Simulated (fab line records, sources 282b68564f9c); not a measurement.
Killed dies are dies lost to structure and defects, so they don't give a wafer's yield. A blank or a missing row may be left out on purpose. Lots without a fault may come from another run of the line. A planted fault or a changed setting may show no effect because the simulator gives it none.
A struck lot beside a sound one | flow rit_cmos | 26 steps out of a route of 202
Sound: wafers L220.1, L220.4, L220.5. Struck: wafers L228.1, L228.2, L228.5. The cause comes at the end.
At each step with rows: each side's tool, then ch and its chambers, then its first start. Under that, the readings that differ: sound wafers | struck wafers | difference of the means | sigmas: that difference in standard deviations of wafers without a fault.
alike: readings whose means differ by less than 2 such deviations, and words and numbers that are the same on both sides. not compared: withheld readings, readings that some wafer has no value for, bounds like >300 that may hide the same value, and numbers for which the record gives no deviation and whose values overlap.
The two part at a step that has a row with sigmas, a row that says differs or no value, or rows on one side only. Numbers that don't overlap but have no deviation are shown without sigmas and don't part them. A reading that every wafer of one side lacks parts them only if that side has two wafers or more.

first, 1 step without rows for these wafers: RIT_PRETRO_IMPLANT_08.
RIT_PRETRO_STRIP_09: strips in O2, time 180 s.
  sound on plasma_asher-03 ch 0, day 3 08:19; struck on plasma_asher-04 ch 0,1, day 4 23:58
  alike: drypump_motor_current_A
  not compared: rf_hours_counter_h
RIT_PRETRO_TW_MEAS_10:
  sound on film_metro-01, day 3 08:30; struck on film_metro-01, day 5 00:08
  alike: PRETRO_TW
then, 5 steps without rows for these wafers: RIT_GATE_WET_ETCH_00 (etches SiO2 in BOE, target depth 56 nm, time 60 s); RIT_GATE_CLEAN_01 (cleans in SC1, time 600 s); RIT_GATE_CLEAN_02 (cleans in dHF, time 30 s); RIT_GATE_CLEAN_03 (cleans in SC2, time 600 s); RIT_GATE_CLEAN_04 (cleans in dHF, time 60 s).
RIT_FOX2_THK_MEAS_91:
  sound on film_metro-02, day 3 08:59; struck on film_metro-04, day 5 00:50
  alike: FIELD_OXIDE_LEFT_2_THK
then, 2 steps without rows for these wafers: RIT_GATE_OXIDATION_05 (target thk 3 nm, ox time 270 s); RIT_GATE_ANNEAL_06 (time 600 s).
RIT_GATE_THK_MEAS_07:
  sound on film_metro-02, day 3 14:43; struck on film_metro-04, day 5 05:19
  alike: GATE_OXIDE_THK
RIT_GATE_CVD_08: deposits poly-Si from SiH4, target thk 250 nm, time 2220 s.
  sound on lpcvd-02 ch 1, day 3 15:56; struck on lpcvd-01 ch 0, day 5 07:59
  alike: zone_power_load_pct
RIT_GATE_THK_MEAS_09:
  sound on film_metro-04, day 3 17:34; struck on film_metro-03, day 5 10:24
  reading            | sound             | struck            | difference | sigmas
  GATE_POLY_THK (nm) | 249.7 249.5 249.5 | 503.7 500.5 500.9 | +252.1     | +99 or more
then, 6 steps without rows for these wafers: RIT_GATE_HMDS_10 (prime time 60 s); RIT_GATE_COAT_11 (resist thk 850 nm); RIT_GATE_SOFTBAKE_12 (time 60 s); RIT_GATE_EXPOSE_13 (exposes mask M6, target cd 150 nm); RIT_GATE_PEB_14; RIT_GATE_DEVELOP_15 (develop time 50 s).
RIT_GATE_CD_MEAS_16: target cd 150 nm.
  sound on cd_sem-01, day 3 18:47; struck on cd_sem-01, day 5 11:28
  alike: cd_nm
RIT_GATE_OVL_MEAS_17:
  sound on overlay-02, day 3 18:55; struck on overlay-01, day 5 11:35
  alike: GATE_OVL
then, 1 step without rows for these wafers: RIT_GATE_HARDBAKE_18 (time 60 s).
RIT_GATE_ETCH_19: etches poly-Si in SF6/CHF3/O2, stops on SiO2, time 165 s, target depth 312.5 nm.
  sound on rie_si-01 ch 0,1,3, day 3 19:19; struck on rie_si-01 ch 1,2, day 5 11:55
  reading                          | sound             | struck            | difference | sigmas
  oes_product_au (a.u.)            | 0.852 0.858 0.842 | 1.011 0.965 0.968 | +0.131     | +13
  model.etch.depth_nm (nm)         | 249.5 249.5 249.4 | 315.2 300.9 302   | +56.6      |
  model.GATE.feature_depth_nm (nm) | 249.5 249.5 249.4 | 315.2 300.9 302   | +56.6      |
  alike: drypump_motor_current_A, he_backside_leak_sccm, rf_fwd_power_W, throttle_valve_pct
  not compared: rf_hours_counter_h
RIT_GATE_STRIP_20: strips in O2, time 180 s.
  sound on plasma_asher-04 ch 0,1, day 3 19:25; struck on plasma_asher-02 ch 0,1, day 5 12:01
  alike: drypump_motor_current_A
  not compared: rf_hours_counter_h
RIT_M1_PROBE_99:
  sound on prober-02, day 4 16:31; struck on prober-02, day 6 12:19
  reading             | sound | struck      | difference | sigmas
  killed_at_front_end | 5 6 6 | 264 264 264 | +258       | +92
  killed_dies         | 5 6 6 | 264 264 264 | +258       | +92
  killed_on_rim       | 2 1 4 | 70 70 70    | +68        | +48
  alike: killed_at_contacts, killed_open, killed_short

WHERE THEY PART
First at RIT_GATE_THK_MEAS_09; last, within this record, at RIT_M1_PROBE_99.

WHY: what the simulator had put in
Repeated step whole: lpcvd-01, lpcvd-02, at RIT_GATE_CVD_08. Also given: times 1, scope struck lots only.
